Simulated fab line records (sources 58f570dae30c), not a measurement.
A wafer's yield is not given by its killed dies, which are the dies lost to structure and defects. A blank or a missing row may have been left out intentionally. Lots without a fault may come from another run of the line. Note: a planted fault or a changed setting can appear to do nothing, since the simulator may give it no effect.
Which of the tools did it? || flow berkeley_cmos170 || 13 lots, 39 wafers sampled, at 2 steps of a route of 331

== WHAT EACH GAUGE READ, for each wafer ==
UCB170_NLDD_CD_MEAS_06: the cd target is 1200 nm. Usual: 1200.8 nm for cd_nm, sd 1.3.
{"lot": "L270", "measured": "day 6 14:03", "on": "cd_sem-01", "cd_nm (nm)": "1201.5 1200.8 1200.3", "flag": ""}
{"lot": "L274", "measured": "day 7 02:24", "on": "cd_sem-02", "cd_nm (nm)": "1201.4 1202.0 1201.4", "flag": ""}
{"lot": "L271", "measured": "day 7 03:08", "on": "cd_sem-02", "cd_nm (nm)": "1198.8 1199.3 1199.8", "flag": ""}
{"lot": "L273", "measured": "day 7 03:23", "on": "cd_sem-02", "cd_nm (nm)": "1199.0 1200.4 1199.6", "flag": ""}
{"lot": "L272", "measured": "day 7 03:34", "on": "cd_sem-02", "cd_nm (nm)": "1201.3 1200.2 1201.4", "flag": ""}
{"lot": "L275", "measured": "day 7 13:22", "on": "cd_sem-01", "cd_nm (nm)": "1199.8 1201.1 1201.3", "flag": ""}
{"lot": "L279", "measured": "day 8 02:10", "on": "cd_sem-01", "cd_nm (nm)": "1200.0 1201.8 1200.1", "flag": ""}
{"lot": "L280", "measured": "day 8 02:28", "on": "cd_sem-02", "cd_nm (nm)": "1199.8 1200.3 1199.7", "flag": ""}
{"lot": "L277", "measured": "day 8 02:40", "on": "cd_sem-01", "cd_nm (nm)": "1200.2 1201.1 1201.8", "flag": ""}
{"lot": "L278", "measured": "day 8 02:55", "on": "cd_sem-02", "cd_nm (nm)": "1201.3 1201.7 1202.2", "flag": ""}
{"lot": "L282", "measured": "day 8 23:22", "on": "cd_sem-01", "cd_nm (nm)": "1214.9 1211.1 1215.1", "flag": "OFF"}
{"lot": "L289", "measured": "day 10 11:58", "on": "cd_sem-02", "cd_nm (nm)": "1200.5 1199.0 1199.4", "flag": ""}
{"lot": "L293", "measured": "day 11 05:44", "on": "cd_sem-01", "cd_nm (nm)": "1203.0 1203.9 1203.3", "flag": ""}

== WHAT TOOL EACH LOT RAN ON (gives the tool, then ch and the chambers of the sampled wafers, and finally the start) ==
{"lot": "L270", "UCB170_NLDD_EXPOSE_03": "krf_scanner-02 ch 0, day 6 13:26"}
{"lot": "L274", "UCB170_NLDD_EXPOSE_03": "krf_scanner-02 ch 0, day 7 01:40"}
{"lot": "L271", "UCB170_NLDD_EXPOSE_03": "krf_scanner-01 ch 0, day 7 02:15"}
{"lot": "L273", "UCB170_NLDD_EXPOSE_03": "krf_scanner-02 ch 0, day 7 02:29"}
{"lot": "L272", "UCB170_NLDD_EXPOSE_03": "krf_scanner-02 ch 0, day 7 02:39"}
{"lot": "L275", "UCB170_NLDD_EXPOSE_03": "krf_scanner-01 ch 0, day 7 12:22"}
{"lot": "L279", "UCB170_NLDD_EXPOSE_03": "krf_scanner-01 ch 0, day 8 01:37"}
{"lot": "L280", "UCB170_NLDD_EXPOSE_03": "krf_scanner-02 ch 0, day 8 02:04"}
{"lot": "L277", "UCB170_NLDD_EXPOSE_03": "krf_scanner-01 ch 0, day 8 02:16"}
{"lot": "L278", "UCB170_NLDD_EXPOSE_03": "krf_scanner-01 ch 0, day 8 02:24"}
{"lot": "L282", "UCB170_NLDD_EXPOSE_03": "krf_scanner-02 ch 0, day 8 22:45"}
{"lot": "L289", "UCB170_NLDD_EXPOSE_03": "krf_scanner-01 ch 0, day 10 11:34"}
{"lot": "L293", "UCB170_NLDD_EXPOSE_03": "krf_scanner-01 ch 0, day 11 05:02"}
- UCB170_NLDD_EXPOSE_03: exposes mask NSELECT, target cd 1200 nm.

== AS READ BY THE TOOLS THEMSELVES (means over the sampled wafers that have a number; for cases with no such wafer, the mark the record gives instead) ==
The record holds no such reading with a usual standard deviation.

== THE ANSWER, worked out from the rows above alone ==
Rule: a lot counts as off when the mean over its wafers that have a number is more than 3 standard deviations away from the usual mean. A lot without any number at a reading at which 4 lots or more have one is off too. Any other lot the step has rows for is counted as sound. After the gauges, taken in route order, come the tools' own readings; for these a lot's mean is taken, as printed above. The first step at which some lot is off is used, and at that step the reading that is off furthest; a lot without a number counts as furthest.
Off: L282, at UCB170_NLDD_CD_MEAS_06 (cd_nm).
A tool fits if, at a process step before that reading, it ran every lot that is off, and no sound lot after the first of them. Those tools and the gauges at UCB170_NLDD_CD_MEAS_06 are tried in the same way. One fits: UCB170_NLDD_EXPOSE_03 on krf_scanner-02. A fault onset in the window from L280 (day 8 02:04, its last sound lot) to L282 (day 8 22:45, its first lot off) fits.

== WHAT THE SIMULATOR PUT IN ==
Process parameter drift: krf_scanner-02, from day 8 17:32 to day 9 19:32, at UCB170_NLDD_EXPOSE_03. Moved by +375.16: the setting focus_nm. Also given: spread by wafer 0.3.
Lots struck among those shown: L282. The rule given above showed the same thing.
